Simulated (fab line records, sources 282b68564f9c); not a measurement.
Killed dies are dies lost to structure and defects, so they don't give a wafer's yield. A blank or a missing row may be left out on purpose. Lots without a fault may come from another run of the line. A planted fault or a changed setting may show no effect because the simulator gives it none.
fab line records | flow rit_cmos
record lots=9 wafers=27 last_day=7
route steps=202 shown NWELL@51 SPACER@128 CONTACT@176 M1@198
lots that met no fault: from a run of the same line without faults
start_h: hours from the record's first day to the start of the lot's first wafer shown | wait_h: hours since the lot's step before | " the same as in the row above | L1.1+2: a row that stands for several wafers | - no value, or no start given | * or withheld: withheld | < > ~ a bound
route shown NAME@n: a module of which the file shows steps, and the number in the route of the first | usual: mean/standard deviation of fault-free wafers | same: alike in all rows | chamber/n: place in a boat | sites: the reading at each site | _std_site: their standard deviation | _edge_site: outer sites' mean less inner sites' | radius_mm: how far each site lies from the wafer's centre | mask NAME#n: copy n | behind: the tool/chamber that last shaped the wafer | hold: why the lot was held/for how many hours/how that ended | device: the transistor (n, p or np) that didn't switch | end of line: the same wafers' tests at the end of the route | a step without rows: its recipe alone | killed: dies lost to structure and defects at the first sort, not the wafer's yield | map: a wafer's dies, x killed, . not, _ none there
set.NAME: the setting as run; set.NAME@STEP: as run at that earlier step | model.NAME: the simulator's own value behind a step, which no gauge read
steps of the route over a sample of lots; a table a step, a row a wafer
services: from which hour (start_h, from the record's first day; less than 0 if before it) a tool's chamber was out of use, for how many hours, and why
## steps
# step RIT_WELLDRIVE_RS_MEAS_01
# recipe thk_meas_gauge=four-point-probe
# usual NWELL_RS=275.4/0.76
# columns lot.wafer tool chamber start_h wait_h NWELL_RS[ohm/sq]
L776.1 film_metro-02 - 28.68 0.0 276.4
L776.2 " - " " 275.0
L776.5 " - " " 276.3
L777.1 film_metro-02 - 33.62 0.0 273.3
L777.3 " - " " 275.1
L777.6 " - " " 274.0
L779.1 film_metro-04 - 42.77 0.0 276.6
L779.5 " - " " 276.8
L779.6 " - " " 276.4
L784.1 film_metro-02 - 69.11 0.0 274.0
L784.2 " - " " 274.6
L784.3 " - " " 274.3
L787.2 film_metro-04 - 82.61 0.0 276.0
L787.3 " - " " 276.6
L787.4 " - " " 276.5
L789.4 film_metro-03 - 93.49 0.1 275.2
L789.5 " - " " 275.5
L789.6 " - " " 274.9
L792.2 film_metro-04 - 107.77 0.0 274.7
L792.3 " - " " 275.8
L792.4 " - " " 274.6
L793.1 film_metro-02 - 113.76 0.0 275.5
L793.4 " - " " 274.7
L793.5 " - " " 275.2
L799.2 film_metro-03 - 142.82 0.0 274.8
L799.4 " - " " 275.0
L799.6 " - " " 274.6
# step RIT_SPACER_CVD_03
# recipe material=Si3N4 target_thk_nm=250 temp_c=810 precursor=SiH2Cl2/NH3 time_s=3300 pressure_mtorr=300 sih2cl2_flow_sccm=60 nh3_flow_sccm=150
# usual zone_power_centre_pct=35.1/1
# columns lot.wafer tool chamber start_h wait_h zone_power_centre_pct
L776.1 lpcvd-02 0 44.07 0.0 35.3
L776.2 " 0 " " 35.8
L776.5 " 0 " " 34.9
L777.1 lpcvd-01 1 49.55 0.0 35.2
L777.3 " 1 " " 34.3
L777.6 " 1 " " 34.5
L779.1 lpcvd-02 0 59.47 0.0 35.3
L779.5 " 0 " " 35.3
L779.6 " 0 " " 35.8
L784.1 lpcvd-01 1 84.52 0.0 34.6
L784.2 " 1 " " 34.4
L784.3 " 1 " " 34.4
L787.2 lpcvd-01 1 98.26 0.0 35.2
L787.3 " 1 " " 35.1
L787.4 " 1 " " 34.1
L789.4 lpcvd-02 0 108.54 0.0 35.2
L789.5 " 0 " " 36.2
L789.6 " 0 " " 36.2
L792.2 lpcvd-02 1 123.47 0.0 37.4
L792.3 " 1 " " 37.0
L792.4 " 1 " " 36.8
L793.1 lpcvd-02 0 129.97 0.0 35.1
L793.4 " 0 " " 36.0
L793.5 " 0 " " 35.0
L799.2 lpcvd-02 0 160.07 0.0 35.7
L799.4 " 0 " " 35.8
L799.6 " 0 " " 35.3
# step RIT_SPACER_THK_MEAS_04
# recipe reads=Si3N4_of_SPACER_CVD_03
# usual SPACER_NITRIDE_THK=251.3/2.3
# columns lot.wafer tool chamber start_h wait_h hold SPACER_NITRIDE_THK[nm]
L776.1 film_metro-01 - 45.98 0.0 - 250.2
L776.2 " - " " - 251.9
L776.5 " - " " - 250.5
L777.1 film_metro-04 - 51.47 0.0 - 249.8
L777.3 " - " " - 248.9
L777.6 " - " " - 249.0
L779.1 film_metro-02 - 61.38 0.0 - 249.6
L779.5 " - " " - 250.3
L779.6 " - " " - 251.7
L784.1 film_metro-02 - 86.44 0.0 await_dispo/0.2h/release 216.6
L784.2 " - " " await_dispo/0.2h/release 217.9
L784.3 " - " " await_dispo/0.2h/release 218.6
L784.1 film_metro-02 - 86.66 0.2 - 216.8
L784.2 " - " " - 217.8
L784.3 " - " " - 218.5
L787.2 film_metro-04 - 100.19 0.0 await_dispo/0.2h/release 217.8
L787.3 " - " " await_dispo/0.2h/release 216.3
L787.4 " - " " await_dispo/0.2h/release 219.5
L787.2 film_metro-04 - 100.42 0.2 - 217.9
L787.3 " - " " - 216.6
L787.4 " - " " - 219.4
L789.4 film_metro-02 - 110.49 0.0 - 251.2
L789.5 " - " " - 250.9
L789.6 " - " " - 251.6
L792.2 film_metro-02 - 125.40 0.0 - 247.7
L792.3 " - " " - 246.2
L792.4 " - " " - 251.2
L793.1 film_metro-02 - 131.89 0.0 - 253.9
L793.4 " - " " - 254.3
L793.5 " - " " - 254.1
L799.2 film_metro-04 - 162.00 0.0 - 248.9
L799.4 " - " " - 248.5
L799.6 " - " " - 248.0
# step RIT_SPACER_ETCHBACK_05
# recipe target_depth_a=2500 SF6_flow_sccm=30 CHF3_flow_sccm=30 target=Si3N4 chemistry=SF6/CHF3 pressure_mtorr=40 rf_w=250 time_s=240 stop_on=SiO2
# usual chamber_pressure_mTorr=40.00/0.036 drypump_motor_current_A=5.7/0.46 oes_product_au=0.843/0.012 rf_fwd_power_W=249.3/0.75 throttle_valve_pct=10.24/0.15
# columns lot.wafer tool chamber start_h wait_h hold chamber_pressure_mTorr drypump_motor_current_A oes_product_au rf_fwd_power_W rf_hours_counter_h throttle_valve_pct
L776.1 rie_diel-01 1 46.04 0.1 - 40.03 6.4 0.825 250.0 150 10.39
L776.2 " 3 " " - 39.96 5.2 0.843 249.9 97 10.26
L776.5 " 2 " " - 39.96 5.7 0.846 250.1 - 10.13
L777.1 rie_diel-02 0 51.53 0.1 - 40.08 5.4 0.838 249.3 93 9.98
L777.3 " 1 " " - 40.02 5.7 0.844 248.3 88 10.24
L777.6 " 2 " " - 39.95 5.8 0.839 247.4 - 10.24
L779.1 rie_diel-01 1 61.44 0.1 - 39.98 6.4 0.823 248.5 150 10.37
L779.5 " 2 " " - 39.96 5.7 0.840 248.8 - 10.12
L779.6 " 3 " " - 40.05 5.2 0.840 249.1 - 10.25
L784.1 rie_diel-04 2 92.89 6.2 await_dispo/6.2h/release 40.03 6.7 0.753 250.4 11 10.28
L784.2 " 3 " " await_dispo/6.2h/release 39.95 5.8 0.770 249.2 21 10.33
L784.3 " 0 " " await_dispo/6.2h/release 39.99 6.0 0.777 250.1 65 10.36
L787.2 rie_diel-01 2 105.57 5.1 await_dispo/5.1h/release 39.96 5.7 0.763 248.6 24 10.09
L787.3 " 1 " " await_dispo/5.1h/release 40.01 6.4 0.746 248.6 151 10.33
L787.4 " 0 " " await_dispo/5.1h/release 40.03 5.5 0.748 250.3 115 10.43
L789.4 rie_diel-04 1 110.60 0.1 - 40.01 4.9 0.852 248.9 - 10.34
L789.5 " 0 " " - 39.95 6.0 0.852 248.5 - 10.37
L789.6 " 2 " " - 40.05 6.8 0.841 250.1 - 10.31
L792.2 rie_diel-01 1 125.45 0.0 - 40.00 6.4 0.818 249.3 151 10.38
L792.3 " 0 " " - 39.99 5.5 0.806 247.9 115 10.47
L792.4 " 2 " " - 40.05 5.7 0.852 249.8 25 10.13
L793.1 rie_diel-01 3 131.95 0.1 - 39.98 5.1 0.852 249.8 99 10.25
L793.4 " 0 " " - 39.99 5.5 0.830 249.8 116 10.45
L793.5 " 2 " " - 40.00 5.7 0.865 249.6 - 10.13
L799.2 rie_diel-01 3 162.05 0.0 - 40.03 5.1 0.843 249.5 99 10.24
L799.4 " 0 " " - 40.01 5.5 0.804 248.8 116 10.47
L799.6 " 2 " " - 40.00 5.7 0.837 249.8 - 10.14
# step RIT_CONTACT_CD_MEAS_08
# recipe target_cd_nm=1000
# usual cd_nm=1000.8/2.4
# columns lot.wafer tool chamber start_h wait_h cd_nm
L776.1 cd_sem-02 - 51.77 - 1002.2
L776.2 " - " " 1004.4
L776.5 " - " " 1001.7
L777.1 cd_sem-02 - 57.52 - 997.9
L777.3 " - " " 999.2
L777.6 " - " " 1000.7
L779.1 cd_sem-02 - 67.21 - 999.9
L779.5 " - " " 1002.4
L779.6 " - " " 1001.6
L787.2 cd_sem-02 - 112.81 - 1001.5
L787.3 " - " " 1003.4
L787.4 " - " " 1003.9
L789.4 cd_sem-02 - 116.25 - 1002.4
L789.5 " - " " 1001.9
L789.6 " - " " 1003.4
L792.2 cd_sem-02 - 131.11 - 1005.3
L792.3 " - " " 1003.2
L792.4 " - " " 1001.9
L793.1 cd_sem-02 - 137.69 - 997.3
L793.4 " - " " 998.5
L793.5 " - " " 997.6
L799.2 cd_sem-02 - 167.82 - 1001.3
L799.4 " - " " 1000.3
L799.6 " - " " 1002.4
# step RIT_M1_STRIP_14
# recipe chemistry=O2 time_s=180 platen_temp_c=withheld power_w=500 pressure_mtorr=4000 o2_flow_sccm=4000
# usual chamber_pressure_mTorr=4000/3.5 drypump_motor_current_A=5.6/0.4 rf_refl_power_W=7.0/1.1
# columns lot.wafer tool chamber start_h wait_h chamber_pressure_mTorr drypump_motor_current_A rf_hours_counter_h rf_refl_power_W
L776.1 plasma_asher-04 1 55.01 0.0 4002 5.7 43 6.4
L776.2 " 0 " " 4000 5.9 43 5.9
L776.5 " 1 " " 4004 5.7 - 6.6
L777.1 plasma_asher-04 0 60.78 0.0 4006 5.9 44 6.0
L777.3 " 1 " " 4005 5.7 - 6.6
L777.6 " 0 " " 3999 5.9 - 5.9
L779.1 plasma_asher-02 0 70.61 0.0 4006 6.2 46 8.4
L779.5 " 1 " " 3996 5.1 - 7.8
L779.6 " 0 " " 3997 6.1 - 8.7
L787.2 plasma_asher-02 0 116.21 0.0 3999 6.2 50 8.7
L787.3 " 1 " " 4000 5.1 - 7.5
L787.4 " 0 " " 4003 6.1 - 8.6
L789.4 plasma_asher-02 0 119.60 0.1 4003 6.1 - 8.8
L789.5 " 0 " " 3999 6.2 - 8.9
L789.6 " 1 " " 4006 5.1 - 7.3
L792.2 plasma_asher-01 1 134.39 0.0 4000 5.2 27 5.5
L792.3 " 1 " " 4005 5.2 - 5.6
L792.4 " 0 " " 3995 5.2 - 6.0
L793.1 plasma_asher-04 1 141.24 0.0 4002 5.7 2 6.2
L793.4 " 0 " " 3999 5.9 - 6.0
L793.5 " 1 " " 3992 5.7 - 6.2
L799.2 plasma_asher-04 0 171.12 0.0 3999 5.9 5 6.1
L799.4 " 0 " " 3998 5.9 - 6.1
L799.6 " 1 " " 4002 5.7 - 6.6
# step RIT_M1_PROBE_99
# usual killed_at_contacts=0.1/0.26 killed_at_front_end=7.5/2.8 killed_dies=7.6/2.8 killed_open=3.9/2.1 killed_short=3.7/1.7
# same gross_dies=264 killed_at_M0_to_M3=0 killed_at_M4_up=0 killed_at_back_side=0 killed_at_other=0
# columns lot.wafer tool chamber start_h wait_h killed_at_contacts killed_at_front_end killed_dies killed_open killed_short
L787.2 prober-02 - 118.18 0.1 0 6 6 3 3
L787.3 prober-02 - 118.23 0.2 0 9 9 6 3
L787.4 prober-02 - 118.28 0.2 0 6 6 4 2
# killed by level:class
L787.2 GATE:geometric_particle:open=2 FOX1:geometric_particle:open=1 FOX1:geometric_particle:short=1 GATE:geometric_particle:short=1 REOX:geometric_particle:short=1
L787.3 GATE:geometric_particle:open=3 REOX:geometric_particle:short=2 GATE:geometric_particle:short=1 REOX:geometric_particle:open=1 SPACER:geometric_particle:open=1 SILICIDE:geometric_particle:open=1
L787.4 GATE:geometric_particle:short=2 SPACER:geometric_particle:open=2 FOX1:geometric_particle:open=1 GATE:geometric_particle:open=1
## services
# columns tool chamber start_h hours kind
rie_diel-02 - 21.92 0.6 repair
rie_diel-01 - 23.02 0.5 repair
rie_diel-02 2 59.42 3.3 repair
lpcvd-01 - 93.53 4.3 pm
plasma_asher-04 - 108.75 9.0 pm
plasma_asher-04 0 108.75 9.0 vent_cycle
plasma_asher-04 1 108.75 9.0 vent_cycle
plasma_asher-04 0 117.75 - clean
plasma_asher-04 1 117.75 - clean
rie_diel-04 3 123.26 11.2 repair
rie_diel-02 1 131.27 15.7 repair
rie_diel-01 1 136.59 - clean
rie_diel-01 1 136.59 16.5 scheduled_down
rie_diel-01 1 136.59 16.5 vent_cycle
plasma_asher-01 - 137.26 4.1 repair
rie_diel-01 3 151.22 2.0 repair
## key
first_sign step=RIT_SPACER_THK_MEAS_04 reading=visit direction=added
effect step=RIT_SPACER_THK_MEAS_04 reading=SPACER_NITRIDE_THK direction=down sigmas=15 usual=251.3 struck=217.8
effect step=RIT_SPACER_ETCHBACK_05 reading=oes_product_au direction=down sigmas=6.8 usual=0.843 struck=0.760
met_at RIT_SPACER_CVD_03
struck_lots L784,L787
rows_end L784.1,L784.2,L784.3
tester_left_out L787
not_acting_at RIT_WELLDRIVE_RS_MEAS_01,RIT_CONTACT_CD_MEAS_08,RIT_M1_STRIP_14
onset_between 49.55 84.52
fault kind=process_parameter_drift tool=lpcvd-01 chamber=- onset_h=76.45 steps=RIT_SPACER_CVD_03 channel=target_thk_nm offset=-32.5 shape=step end_h=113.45 acts_in=these_recipes_only stated=250
# tester_left_out: of these lots the tester's yield and bins aren't shown, on N5 and GAA mostly nor the transistor test; their killed dies are dies lost to structure and defects alone, not to doping, threshold or leakage, so they don't give the yield
# rows_end: these wafers met a further fault down the route, and their rows from its step on are left out
